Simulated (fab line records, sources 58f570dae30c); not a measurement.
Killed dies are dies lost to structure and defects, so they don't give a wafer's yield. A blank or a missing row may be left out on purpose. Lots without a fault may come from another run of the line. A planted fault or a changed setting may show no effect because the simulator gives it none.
Chamber matching | flow berkeley_cmos170 | UCB170_M3_ETCH_17 on rie_diel-01: 4 sister chambers
The step etches BARC in N2/H2. 4 wafers are shown with their chamber, then 8 later ones without.

WAFERS WITH THEIR CHAMBER
wafer  | chamber | throttle_valve_pct (%)
L094.1 | 2       | 13.34
L094.2 | 1       | 12.99
L094.3 | 3       | 13.61
L094.4 | 0       | 13.09

WAFERS WITHOUT THEIR CHAMBER
wafer  | throttle_valve_pct (%)
L094.5 | 13.36
L094.6 | 13.61
L095.1 | 13.62
L095.2 | 12.99
L095.3 | 13.09
L095.4 | 13.36
L095.5 | 13.62
L095.6 | 13.09

WHICH CHAMBER EACH WENT THROUGH
wafer  | from the rows above | in truth
L094.5 | 2                   | 2
L094.6 | 3                   | 3
L095.1 | 3                   | 3
L095.2 | 1                   | 1
L095.3 | 0                   | 0
L095.4 | 2                   | 2
L095.5 | 3                   | 3
L095.6 | 0                   | 0
Placed correctly: 8 of 8. Can't be placed from these rows: 0. Placed wrongly: 0.
How it was worked out, from the rows above alone: a wafer's distance from a chamber is the root of the sum, over the readings, of the square of ((its reading less the chamber's mean) divided by the reading's scatter). The wafer belongs to the nearest chamber; if the next one is less than 2 further off, it can't be placed. A chamber's mean is the mean of its shown wafers. The scatter: with one shown wafer a chamber, the root of the mean of the squares of how far each hidden wafer lies from its nearest shown one.
